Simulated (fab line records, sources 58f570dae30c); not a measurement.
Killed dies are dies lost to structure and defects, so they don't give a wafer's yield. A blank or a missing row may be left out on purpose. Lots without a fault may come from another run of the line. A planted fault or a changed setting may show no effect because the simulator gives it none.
A struck lot beside a sound one | flow berkeley_cmos170 | 16 steps out of a route of 331
Sound: wafers L947.1, L947.5, L947.6. Struck: wafers L957.2, L957.3, L957.5. The cause comes at the end.
At each step with rows: each side's tool, then ch and its chambers, then its first start. Under that, the readings that differ: sound wafers | struck wafers | difference of the means | sigmas: that difference in standard deviations of wafers without a fault.
alike: readings whose means differ by less than 2 such deviations, and words and numbers that are the same on both sides. not compared: withheld readings, readings that some wafer has no value for, bounds like >300 that may hide the same value, and numbers for which the record gives no deviation and whose values overlap.
The two part at a step that has a row with sigmas, a row that says differs or no value, or rows on one side only. Numbers that don't overlap but have no deviation are shown without sigmas and don't part them. A reading that every wafer of one side lacks parts them only if that side has two wafers or more.

first, 5 steps without rows for these wafers: UCB170_NLDD_COAT_01 (resist thk 900 nm); UCB170_NLDD_SOFTBAKE_02 (time 60 s); UCB170_NLDD_EXPOSE_03 (exposes mask NSELECT, target cd 1200 nm); UCB170_NLDD_PEB_04; UCB170_NLDD_DEVELOP_05 (develop time 45 s).
UCB170_NLDD_CD_MEAS_06: target cd 1200 nm.
  sound on cd_sem-01, day 7 08:35; struck on cd_sem-01, day 9 18:55
  alike: cd_nm
UCB170_NLDD_OVL_MEAS_07:
  sound on overlay-02, day 7 08:42; struck on overlay-01, day 9 19:01
  alike: NLDD_OVL
then, 2 steps without rows for these wafers: UCB170_NLDD_IMPLANT_08; UCB170_NLDD_IMPLANT_09.
UCB170_NLDD_STRIP_10: strips in O2.
  sound on plasma_asher-04 ch 0,1, day 7 09:02; struck on plasma_asher-02 ch 0,1, day 9 19:21
  alike: drypump_motor_current_A, o2_flow_sccm, oes_product_au, strip_time_to_endpoint_s
  not compared: rf_hours_counter_h
UCB170_NLDD_TW_MEAS_11:
  sound on film_metro-01, day 7 09:08; struck on film_metro-03, day 9 19:28
  alike: NLDD_TW
then, 1 step without rows for these wafers: UCB170_NLDD_CLEAN_12 (cleans in SPM, time 600 s).
UCB170_SPACER_CVD_00: deposits SiO2 from TEOS/O2, target thk 376 nm, time 47 s.
  sound on pecvd-04 ch 0,2, day 7 09:23; struck on pecvd-03 ch 1,2, day 9 20:19
  reading                                 | sound           | struck          | difference | sigmas
  model.SiO2_of_SPACER_CVD_00.thk_nm (nm) | 373.3 381.2 383 | 415 412.4 423.8 | +38        |
  alike: heater_power_w
  not compared: since_wet_clean_h
UCB170_SPACER_THK_MEAS_01:
  sound on film_metro-02, day 7 09:26; struck on film_metro-03, day 9 20:36
  reading              | sound       | struck      | difference | sigmas
  SPACER_TEOS_THK (nm) | 373 381 383 | 415 412 424 | +38        | +8
  not compared: hold
UCB170_SPACER_ETCHBACK_03: etches SiO2 in CHF3/CF4/Ar, stops on Si, target depth 376 nm, time 100 s.
  sound on rie_diel-03 ch 1,2,3, day 7 13:42; struck on rie_diel-02 ch 0,3, day 10 00:47
  reading                  | sound             | struck            | difference | sigmas
  oes_product_au (a.u.)    | 0.896 0.914 0.924 | 0.981 0.941 0.964 | +0.051     | +3
  model.etch.depth_nm (nm) | 373.3 381.2 383   | 415 412.4 423.8   | +38        |
  alike: drypump_motor_current_A, throttle_valve_pct
  not compared: rf_hours_counter_h
then, 1 step without rows for these wafers: UCB170_PSD_HMDS_00 (prime time 60 s).

WHERE THEY PART
First at UCB170_SPACER_THK_MEAS_01; last, within this record, at UCB170_SPACER_ETCHBACK_03.

WHY: what the simulator had put in
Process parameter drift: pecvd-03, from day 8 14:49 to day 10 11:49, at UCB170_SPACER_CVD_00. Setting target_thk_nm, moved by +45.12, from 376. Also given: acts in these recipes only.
